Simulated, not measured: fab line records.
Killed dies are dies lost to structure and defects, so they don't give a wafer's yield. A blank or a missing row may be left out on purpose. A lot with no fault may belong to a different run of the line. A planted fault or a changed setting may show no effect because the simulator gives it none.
The tool behind it: which one? / flow rit cmos / 42 wafers from 14 lots sampled at 2 of the route's 202 steps

== WHAT THE GAUGES READ, wafer by wafer ==
The record holds no reading of a measuring or inspecting step that can be judged against a usual standard deviation.

== TOOL THAT RAN EACH LOT (tool first, then ch and the chambers of the sampled wafers, then the start) ==
lot=L406; RIT_NRETRO_SOFTBAKE_02=litho track-02 ch 0, day 2 06:52; RIT_M1_PROBE_99=prober-01, day 3 16:30
lot=L407; RIT_NRETRO_SOFTBAKE_02=litho track-02 ch 0, day 2 12:50; RIT_M1_PROBE_99=prober-02, day 3 22:19
lot=L408; RIT_NRETRO_SOFTBAKE_02=litho track-01 ch 0, day 2 20:02; RIT_M1_PROBE_99=prober-01, day 4 05:05
lot=L411; RIT_NRETRO_SOFTBAKE_02=litho track-02 ch 0, day 3 09:28; RIT_M1_PROBE_99=prober-02, day 4 16:17
lot=L412; RIT_NRETRO_SOFTBAKE_02=litho track-03 ch 0, day 3 15:07; RIT_M1_PROBE_99=prober-01, day 4 19:51
lot=L414; RIT_NRETRO_SOFTBAKE_02=litho track-01 ch 0, day 3 21:57; RIT_M1_PROBE_99=prober-01, day 5 02:30
lot=L415; RIT_NRETRO_SOFTBAKE_02=litho track-02 ch 0, day 4 03:57; RIT_M1_PROBE_99=prober-02, day 5 10:25
lot=L416; RIT_NRETRO_SOFTBAKE_02=litho track-02 ch 0, day 4 07:33; RIT_M1_PROBE_99=prober-01, day 5 12:46
lot=L417; RIT_NRETRO_SOFTBAKE_02=litho track-03 ch 0, day 4 11:43; RIT_M1_PROBE_99=prober-02, day 5 17:53
lot=L418; RIT_NRETRO_SOFTBAKE_02=litho track-03 ch 0, day 4 17:39; RIT_M1_PROBE_99=prober-01, day 5 22:18
lot=L425; RIT_NRETRO_SOFTBAKE_02=litho track-01 ch 0, day 6 03:38; RIT_M1_PROBE_99=prober-02, day 7 07:51
lot=L426; RIT_NRETRO_SOFTBAKE_02=litho track-01 ch 0, day 6 09:06; RIT_M1_PROBE_99=prober-01, day 7 13:30
lot=L428; RIT_NRETRO_SOFTBAKE_02=litho track-03 ch 0, day 6 19:21; RIT_M1_PROBE_99=prober-01, day 7 22:59
lot=L429; RIT_NRETRO_SOFTBAKE_02=litho track-03 ch 0, day 6 23:17; RIT_M1_PROBE_99=prober-02, day 8 03:43
- RIT_NRETRO_SOFTBAKE_02: time 60 s.
- RIT_M1_PROBE_99

== AS READ BY THE TOOLS THEMSELVES (means over the sampled wafers that have a number; for cases with no such wafer, the mark the record gives instead) ==
RIT_NRETRO_SOFTBAKE_02. Usual: exhaust pa 45.0 Pa, standard deviation 0.88; resist line temp C 23.02 C, standard deviation 0.11; run length s 89.14 s, standard deviation 0.24.
lot=L406; tool=litho track-02; exhaust pa (Pa)=45.1; resist line temp C (C)=23.03; run length s (s)=89.35; flag=
lot=L407; tool=litho track-02; exhaust pa (Pa)=43.7; resist line temp C (C)=23.04; run length s (s)=89.33; flag=
lot=L408; tool=litho track-01; exhaust pa (Pa)=44.8; resist line temp C (C)=23.05; run length s (s)=88.94; flag=
lot=L411; tool=litho track-02; exhaust pa (Pa)=44.7; resist line temp C (C)=22.96; run length s (s)=89.24; flag=
lot=L412; tool=litho track-03; exhaust pa (Pa)=45.0; resist line temp C (C)=23.16; run length s (s)=89.32; flag=
lot=L414; tool=litho track-01; exhaust pa (Pa)=44.6; resist line temp C (C)=23.07; run length s (s)=88.81; flag=
lot=L415; tool=litho track-02; exhaust pa (Pa)=44.6; resist line temp C (C)=22.99; run length s (s)=89.24; flag=
lot=L416; tool=litho track-02; exhaust pa (Pa)=45.0; resist line temp C (C)=22.98; run length s (s)=89.22; flag=
lot=L417; tool=litho track-03; exhaust pa (Pa)=44.5; resist line temp C (C)=23.04; run length s (s)=89.34; flag=
lot=L418; tool=litho track-03; exhaust pa (Pa)=44.1; resist line temp C (C)=23.08; run length s (s)=89.26; flag=
lot=L425; tool=litho track-01; exhaust pa (Pa)=45.8; resist line temp C (C)=23.05; run length s (s)=93.91; flag=OFF
lot=L426; tool=litho track-01; exhaust pa (Pa)=45.4; resist line temp C (C)=22.88; run length s (s)=94.05; flag=OFF
lot=L428; tool=litho track-03; exhaust pa (Pa)=45.8; resist line temp C (C)=23.07; run length s (s)=89.40; flag=
lot=L429; tool=litho track-03; exhaust pa (Pa)=45.6; resist line temp C (C)=23.09; run length s (s)=89.24; flag=

RIT_M1_PROBE_99. Usual: killed at contacts 0.1, standard deviation 0.29; killed at front end 7, standard deviation 3; killed dies 8, standard deviation 3; killed open 3.7, standard deviation 2; killed short 3.8, standard deviation 2.1.
lot=L406; tool=prober-01; killed at contacts=0.0; killed at front end=8; killed dies=8; killed open=3.7; killed short=4.3; flag=
lot=L407; tool=prober-02; killed at contacts=0.7; killed at front end=6; killed dies=6; killed open=4.3; killed short=2.0; flag=
lot=L408; tool=prober-01; killed at contacts=0.3; killed at front end=6; killed dies=6; killed open=2.7; killed short=3.3; flag=
lot=L411; tool=prober-02; killed at contacts=0.0; killed at front end=10; killed dies=10; killed open=5.7; killed short=4.3; flag=
lot=L412; tool=prober-01; killed at contacts=0.3; killed at front end=5; killed dies=5; killed open=4.0; killed short=1.0; flag=
lot=L414; tool=prober-01; killed at contacts=0.0; killed at front end=9; killed dies=9; killed open=3.3; killed short=5.7; flag=
lot=L415; tool=prober-02; killed at contacts=0.0; killed at front end=7; killed dies=7; killed open=3.7; killed short=3.7; flag=
lot=L416; tool=prober-01; killed at contacts=0.0; killed at front end=9; killed dies=9; killed open=4.3; killed short=5.0; flag=
lot=L417; tool=prober-02; killed at contacts=0.0; killed at front end=8; killed dies=8; killed open=4.7; killed short=3.0; flag=
lot=L418; tool=prober-01; killed at contacts=0.0; killed at front end=10; killed dies=10; killed open=4.0; killed short=5.7; flag=
lot=L425; tool=prober-02; killed at contacts=0.0; killed at front end=6; killed dies=6; killed open=3.0; killed short=2.3; flag=
lot=L426; tool=prober-01; killed at contacts=0.0; killed at front end=8; killed dies=8; killed open=4.0; killed short=4.3; flag=
lot=L428; tool=prober-01; killed at contacts=0.0; killed at front end=5; killed dies=5; killed open=2.7; killed short=2.3; flag=
lot=L429; tool=prober-02; killed at contacts=0.3; killed at front end=7; killed dies=8; killed open=3.3; killed short=4.3; flag=

== THE ANSWER, worked out from the rows above alone ==
Rule: lot off if the mean of its wafers having a number is beyond 3 standard deviations from the usual mean. Also off: a lot with no number at a reading for which 4 or more lots have one. Where the step has rows for the other lots, those lots are counted as sound. Order of review: gauges by route order, followed by the tools' own readings, for which a lot's mean as printed above is used. The first step at which some lot is off is used, and at that step the reading that is off furthest; a lot without a number counts as furthest.
Off: L425, L426 (RIT_NRETRO_SOFTBAKE_02, run length s).
If a tool, at that step or one of the process steps before it, ran each lot that is off and ran no sound lot following the first of them, it fits. One candidate fits, namely litho track-01 at RIT_NRETRO_SOFTBAKE_02. Its last sound lot is L414 (day 3 21:57), its first lot that is off L425 (day 6 03:38): a fault that began between those two fits.
The tool's own readings at RIT_NRETRO_SOFTBAKE_02 bear it out: on the lots that are off they differ by more than 5 times the standard deviation of the sound lots' means. run length s reads 93.98 s there against 89.22 s on the sound lots.

== WHAT WAS PUT IN BY THE SIMULATOR ==
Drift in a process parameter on litho track-01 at RIT_NRETRO_SOFTBAKE_02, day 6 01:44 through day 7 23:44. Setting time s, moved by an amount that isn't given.
Struck lots among those shown: L425, L426. This agrees with what the rule above found.
